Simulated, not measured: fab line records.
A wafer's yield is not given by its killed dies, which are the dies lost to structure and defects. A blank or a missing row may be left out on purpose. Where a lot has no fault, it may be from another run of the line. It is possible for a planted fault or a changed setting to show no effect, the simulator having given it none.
The tool behind it: which one? :: flow ritCmos :: 14 lots, 42 wafers sampled, at 2 steps of a route of 202

## WHAT THE GAUGES SHOWED, per wafer
RIT_PRETRO_TW_MEAS_10.
lot: L370
measured: day 2 14:37
on: filmMetro-03
PRETRO_TW: 478 478 476

lot: L371
measured: day 2 20:20
on: filmMetro-04
PRETRO_TW: 471 473 470

lot: L372
measured: day 3 01:30
on: filmMetro-03
PRETRO_TW: 477 476 475

lot: L373
measured: day 3 04:38
on: filmMetro-03
PRETRO_TW: 474 476 477

lot: L374
measured: day 3 08:40
on: filmMetro-04
PRETRO_TW: 471 468 471

lot: L375
measured: day 3 13:49
on: filmMetro-03
PRETRO_TW: 480 477 478

lot: L377
measured: day 4 01:44
on: filmMetro-04
PRETRO_TW: 470 471 472

lot: L380
measured: day 4 13:59
on: filmMetro-01
PRETRO_TW: 481 478 479

lot: L387
measured: day 6 02:58
on: filmMetro-01
PRETRO_TW: 482 482 481

lot: L388
measured: day 6 08:56
on: filmMetro-01
PRETRO_TW: 543 547 542

lot: L390
measured: day 6 17:11
on: filmMetro-01
PRETRO_TW: 540 544 545

lot: L391
measured: day 6 22:08
on: filmMetro-01
PRETRO_TW: 478 479 480

lot: L392
measured: day 7 00:39
on: filmMetro-03
PRETRO_TW: 479 482 481

lot: L393
measured: day 7 09:22
on: filmMetro-04
PRETRO_TW: 472 471 475

## EACH LOT AND THE TOOL THAT RAN IT (in order: tool; ch and the chambers of the sampled wafers; start)
lot: L370
RIT_PRETRO_IMPLANT_08: implanter-02 ch 0, day 2 14:19

lot: L371
RIT_PRETRO_IMPLANT_08: implanter-01 ch 0, day 2 20:01

lot: L372
RIT_PRETRO_IMPLANT_08: implanter-01 ch 0, day 3 01:11

lot: L373
RIT_PRETRO_IMPLANT_08: implanter-03 ch 0, day 3 04:20

lot: L374
RIT_PRETRO_IMPLANT_08: implanter-03 ch 0, day 3 08:21

lot: L375
RIT_PRETRO_IMPLANT_08: implanter-03 ch 0, day 3 13:30

lot: L377
RIT_PRETRO_IMPLANT_08: implanter-03 ch 0, day 4 01:25

lot: L380
RIT_PRETRO_IMPLANT_08: implanter-01 ch 0, day 4 13:42

lot: L387
RIT_PRETRO_IMPLANT_08: implanter-03 ch 0, day 6 02:38

lot: L388
RIT_PRETRO_IMPLANT_08: implanter-01 ch 0, day 6 08:38

lot: L390
RIT_PRETRO_IMPLANT_08: implanter-01 ch 0, day 6 16:52

lot: L391
RIT_PRETRO_IMPLANT_08: implanter-03 ch 0, day 6 21:49

lot: L392
RIT_PRETRO_IMPLANT_08: implanter-02 ch 0, day 7 00:22

lot: L393
RIT_PRETRO_IMPLANT_08: implanter-02 ch 0, day 7 09:03
- RIT_PRETRO_IMPLANT_08

## WHAT THE TOOLS THEMSELVES READ (means of the sampled wafers that have a number; where no wafer has one, the mark that the record gives instead)
RIT_PRETRO_IMPLANT_08.
lot: L370
tool: implanter-02
doseIonsCm2: 1.2e+13
endStationPressureTorr (Torr): 5e-06
faradayCurrentUA: 38.2

lot: L371
tool: implanter-01
doseIonsCm2: 1.2e+13
endStationPressureTorr (Torr): 5e-06
faradayCurrentUA: 38.4

lot: L372
tool: implanter-01
doseIonsCm2: 1.2e+13
endStationPressureTorr (Torr): 5e-06
faradayCurrentUA: 36.5

lot: L373
tool: implanter-03
doseIonsCm2: 1.2e+13
endStationPressureTorr (Torr): 5e-06
faradayCurrentUA: 37.5

lot: L374
tool: implanter-03
doseIonsCm2: 1.2e+13
endStationPressureTorr (Torr): 5e-06
faradayCurrentUA: 37.8

lot: L375
tool: implanter-03
doseIonsCm2: 1.2e+13
endStationPressureTorr (Torr): 5e-06
faradayCurrentUA: 37.3

lot: L377
tool: implanter-03
doseIonsCm2: 1.2e+13
endStationPressureTorr (Torr): 5e-06
faradayCurrentUA: 38.1

lot: L380
tool: implanter-01
doseIonsCm2: 1.2e+13
endStationPressureTorr (Torr): 5e-06
faradayCurrentUA: 39.1

lot: L387
tool: implanter-03
doseIonsCm2: 1.2e+13
endStationPressureTorr (Torr): 5e-06
faradayCurrentUA: 38.4

lot: L388
tool: implanter-01
doseIonsCm2: 1.8e+13
endStationPressureTorr (Torr): 5e-06
faradayCurrentUA: 56.9

lot: L390
tool: implanter-01
doseIonsCm2: 1.8e+13
endStationPressureTorr (Torr): 5e-06
faradayCurrentUA: 57.2

lot: L391
tool: implanter-03
doseIonsCm2: 1.2e+13
endStationPressureTorr (Torr): 5e-06
faradayCurrentUA: 37.8

lot: L392
tool: implanter-02
doseIonsCm2: 1.2e+13
endStationPressureTorr (Torr): 5e-06
faradayCurrentUA: 37.9

lot: L393
tool: implanter-02
doseIonsCm2: 1.2e+13
endStationPressureTorr (Torr): 5e-06
faradayCurrentUA: 37.6

## THE ANSWER, worked out from the rows above alone
Rule: the usual values come from the lots themselves. Put in order of their means at a reading, lots are off if they are a third of the lots or fewer, leave a main group of 4 or more, and stand apart from it by a gap of 3 or more times the standard deviation of the main group's means; of several such gaps the widest counts. A main group is skipped when, at the precision printed for the reading in the tables above, its means are all equal. Also off: a lot with no number at a reading for which 4 or more lots have one. The other lots that the step has rows for count as sound. After the gauges, taken in route order, come the tools' own readings; for these a lot's mean is taken, as printed above. The first step at which some lot is off is used, and at that step the reading that is off furthest; a lot without a number counts as furthest.
Off: L388, L390, seen at RIT_PRETRO_TW_MEAS_10 (PRETRO_TW). For the main group the mean is 476 and the standard deviation 3.8.
A tool fits if, at a process step before that reading, it ran every lot that is off, and no sound lot after the first of them. The gauges at RIT_PRETRO_TW_MEAS_10 aren't tried: what is off there is off at RIT_PRETRO_IMPLANT_08 too, on other tools, and a gauge's error can't cause that. One fits: RIT_PRETRO_IMPLANT_08 on implanter-01. A fault onset in the window from L380 (day 4 13:42, its last sound lot) to L388 (day 6 08:38, its first lot off) fits.
The tool's own readings at RIT_PRETRO_IMPLANT_08 bear it out: on the lots that are off they differ by more than 5 times the standard deviation of the sound lots' means. doseIonsCm2 reads 1.8e+13 there against 1.2e+13 on the sound lots; faradayCurrentUA reads 57.0 there against 37.9 on the sound lots.

## WHAT THE SIMULATOR HAD INSERTED
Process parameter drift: implanter-01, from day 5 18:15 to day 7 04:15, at RIT_PRETRO_IMPLANT_08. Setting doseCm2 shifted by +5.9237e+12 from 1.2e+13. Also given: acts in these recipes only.
Shown lots that were struck: L388, L390. Same finding as the rule above.
